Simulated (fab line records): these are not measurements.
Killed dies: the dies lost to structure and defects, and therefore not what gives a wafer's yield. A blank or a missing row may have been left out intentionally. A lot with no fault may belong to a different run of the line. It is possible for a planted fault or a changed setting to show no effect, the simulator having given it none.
Comparing a struck lot with a sound one + flow rit cmos + 44 steps out of a route of 202
Sound: these wafers, L552.2, L552.4, L552.5. Struck: wafers L564.2, L564.3, L564.4. The cause is named last.
Each step with rows lists, per side, the tool, then ch with its chambers, then its first start. Under that, the readings that differ: sound wafers + struck wafers + difference of the means + sigmas: that difference in standard deviations of wafers without a fault.
alike: a reading whose means differ by less than 2 such deviations, as well as words and numbers matching on both sides. not compared: withheld readings; readings where some wafer has no value; bounds like >300 that might hide an equal value; numbers whose values overlap and for which the record gives no deviation.
A row with sigmas, a row that says differs or no value, or rows on one side alone: a step with any of these is where the two part. When numbers do not overlap yet have no deviation, they are printed without sigmas and do not part them. Lack of a reading on every wafer of one side parts them only where that side has two or more wafers.

first, 4 steps without rows for these wafers: RIT_PLDD_SOFTBAKE_02 (time 60 s); RIT_PLDD_EXPOSE_03 (exposes mask M8, target cd 40900 nm); RIT_PLDD_PEB_04; RIT_PLDD_DEVELOP_05 (develop time 50 s).
RIT_PLDD_OVL_MEAS_06:
  sound on overlay-01 at day 2 18:43; struck on overlay-02 at day 5 06:25
  alike: PLDD_OVL
then, 2 steps without rows for these wafers: RIT_PLDD_HARDBAKE_07 (time 60 s); RIT_PLDD_IMPLANT_08.
RIT_PLDD_STRIP_09: strips in O2, time 180 s.
  sound on plasma asher-03 ch 0,1, day 2 19:02; struck on plasma asher-01 ch 0,1, day 5 06:45
| reading                     | sound       | struck      | difference | sigmas |
|-----------------------------|-------------|-------------|------------|--------|
| drypump motor current A (A) | 5.8 5.8 6.0 | 4.7 4.7 5.2 | -1.0       | -2     |
  not compared: rf hours counter h
RIT_PLDD_TW_MEAS_10:
  sound on film metro-04 at day 2 19:13; struck on film metro-04 at day 5 06:56
  alike: PLDD_TW
then, 3 steps without rows for these wafers: RIT_SPACER_CLEAN_00 (cleans in SC1, time 600 s); RIT_SPACER_CLEAN_01 (cleans in dHF, time 30 s); RIT_SPACER_CLEAN_02 (cleans in SC2, time 600 s).
RIT_SPACER_CVD_03: deposits Si3N4 from SiH2Cl2/NH3, target thk 250 nm, time 3300 s.
  sound on lpcvd-01 ch 1, day 2 19:38; struck on lpcvd-01 ch 0, day 5 07:25
| reading                                  | sound             | struck            | difference | sigmas |
|------------------------------------------|-------------------|-------------------|------------|--------|
| model.Si3N4_of_SPACER_CVD_03.thk nm (nm) | 248.3 248.4 247.2 | 277.8 279.2 279.7 | +30.9      |        |
  alike: nh3 flow sccm, spike tc load C, zone power centre pct
RIT_SPACER_THK_MEAS_04:
  sound on film metro-03 at day 2 21:34; struck on film metro-02 at day 5 09:21
| reading                 | sound             | struck            | difference | sigmas |
|-------------------------|-------------------|-------------------|------------|--------|
| SPACER_NITRIDE_THK (nm) | 248.3 248.4 246.9 | 277.6 279.4 279.8 | +31.1      | +13    |
RIT_SPACER_ETCHBACK_05: etches Si3N4 in SF6/CHF3, stops on SiO2, target depth 250 nm, time 240 s.
  sound on rie diel-04 ch 1,2,3, day 2 21:37; struck on rie diel-01 ch 0,1,3, day 5 09:24
| reading                  | sound             | struck            | difference | sigmas |
|--------------------------|-------------------|-------------------|------------|--------|
| oes product au (a.u.)    | 0.830 0.841 0.819 | 0.919 0.902 0.906 | +0.079     | +6     |
| model.etch.depth nm (nm) | 248.3 248.4 247.2 | 277.8 279.2 279.7 | +30.9      |        |
  alike: drypump motor current A, throttle valve pct
  not compared: rf hours counter h
then, 6 steps without rows for these wafers: RIT_NSD_HMDS_00 (prime time 60 s); RIT_NSD_COAT_01 (resist thk 1000 nm); RIT_NSD_SOFTBAKE_02 (time 60 s); RIT_NSD_EXPOSE_03 (exposes mask M9, target cd 40700 nm); RIT_NSD_PEB_04; RIT_NSD_DEVELOP_05 (develop time 50 s).
RIT_NSD_OVL_MEAS_06:
  sound on overlay-01 at day 2 22:50; struck on overlay-01 at day 5 10:32
  alike: NSD_OVL
then, 2 steps without rows for these wafers: RIT_NSD_HARDBAKE_07 (time 60 s); RIT_NSD_IMPLANT_08.
RIT_NSD_STRIP_09: strips in O2, time 180 s.
  sound on plasma asher-01 ch 0,1, day 2 23:11; struck on plasma asher-03 ch 0,1, day 5 10:52
| reading                     | sound       | struck      | difference | sigmas |
|-----------------------------|-------------|-------------|------------|--------|
| drypump motor current A (A) | 5.1 4.7 5.2 | 5.9 5.9 5.8 | +0.9       | +2     |
  not compared: rf hours counter h
RIT_NSD_TW_MEAS_10:
  sound on film metro-01 at day 2 23:22; struck on film metro-01 at day 5 11:02
  alike: NSD_TW
then, 6 steps without rows for these wafers: RIT_PSD_HMDS_00 (prime time 60 s); RIT_PSD_COAT_01 (resist thk 1000 nm); RIT_PSD_SOFTBAKE_02 (time 60 s); RIT_PSD_EXPOSE_03 (exposes mask M10, target cd 40900 nm); RIT_PSD_PEB_04; RIT_PSD_DEVELOP_05 (develop time 50 s).
RIT_PSD_OVL_MEAS_06:
  sound on overlay-02 at day 3 00:24; struck on overlay-01 at day 5 11:57
  alike: PSD_OVL
then, 2 steps without rows for these wafers: RIT_PSD_HARDBAKE_07 (time 60 s); RIT_PSD_IMPLANT_08.
RIT_PSD_STRIP_09: strips in O2, time 180 s.
  sound on plasma asher-02 ch 0,1, day 3 00:44; struck on plasma asher-04 ch 0,1, day 5 12:17
  alike: drypump motor current A
  not compared: rf hours counter h
RIT_PSD_TW_MEAS_10:
  sound on film metro-04 at day 3 00:55; struck on film metro-03 at day 5 12:28
| reading | sound          | struck         | difference | sigmas |
|---------|----------------|----------------|------------|--------|
| PSD_TW  | 3414 3420 3403 | 3441 3460 3454 | +39        | +2     |
then, 3 steps without rows for these wafers: RIT_SDANNEAL_CLEAN_00 (cleans in SC1, time 600 s); RIT_SDANNEAL_CLEAN_01 (cleans in dHF, time 31.36 s); RIT_SDANNEAL_CLEAN_02 (cleans in SC2, time 600 s).
RIT_SDANNEAL_RTA_03: time 5 s.
  sound on rtp anneal-01 ch 0, day 3 01:20; struck on rtp anneal-01 ch 0, day 5 12:54
  alike: wafer_temp_C_max
RIT_SDANNEAL_RS_MEAS_04: measures by four-point-probe.
  sound on film metro-03 at day 3 01:25; struck on film metro-01 at day 5 12:58
  alike: PSD_RS
RIT_SILICIDE_WET_ETCH_00: etches SiO2 in BOE, target depth 14 nm, time 15 s.
  sound on wet bench-04 ch 0, day 3 01:52; struck on wet bench-03 ch 1, day 5 13:26
| reading                                  | sound             | struck            | difference | sigmas |
|------------------------------------------|-------------------|-------------------|------------|--------|
| model.Si3N4_of_SPACER_CVD_03.thk nm (nm) | 194.6 195.2 194.5 | 217.9 218.5 218.5 | +23.5      |        |
RIT_M1_PROBE_99:
  sound on prober-02 at day 3 09:00; struck on prober-01 at day 5 20:33
| reading                              | sound                | struck               | difference | sigmas |
|--------------------------------------|----------------------|----------------------|------------|--------|
| killed_at_M0_to_M3                   | 0 0 0                | 1 0 0                | +0         | +4     |
| model.etest.nmos_0p15.r on ohm um    | 1129 1111 1134       | 1059 1090 1056       | -56        |        |
| model.etest.nplus sal.width nm (nm)  | 3448 3429 3423       | 3408 3387 3406       | -33        |        |
| model.etest.pplus sal.width nm (nm)  | 3446 3450 3427       | 3383 3407 3395       | -46        |        |
| model.etest.pwell pinched.rs ohm sq  | 459.8 459.2 452.4    | 439.3 440.6 448.7    | -14.3      |        |
| model.etest.nwell pinched.rs ohm sq  | 334.8 333.8 332.5    | 318.7 320.6 318.6    | -14.4      |        |
| model.etest.contact nplus.end ohm um | 42.24 42.53 42.88    | 38.83 38.02 38.77    | -4.01      |        |
| model.etest.field p metal.vt v (V)   | -30.04 -30.09 -29.79 | -32.61 -32.84 -32.29 | -2.61      |        |
  alike: killed at contacts, killed at front end, killed dies, killed open, killed short
  not compared: model.etest.diode nplus comb.leak log10 a cm2

## WHERE THEY PART
Earliest at RIT_PLDD_STRIP_09; latest, in this record, at RIT_M1_PROBE_99.

WHY: what had been put in by the simulator
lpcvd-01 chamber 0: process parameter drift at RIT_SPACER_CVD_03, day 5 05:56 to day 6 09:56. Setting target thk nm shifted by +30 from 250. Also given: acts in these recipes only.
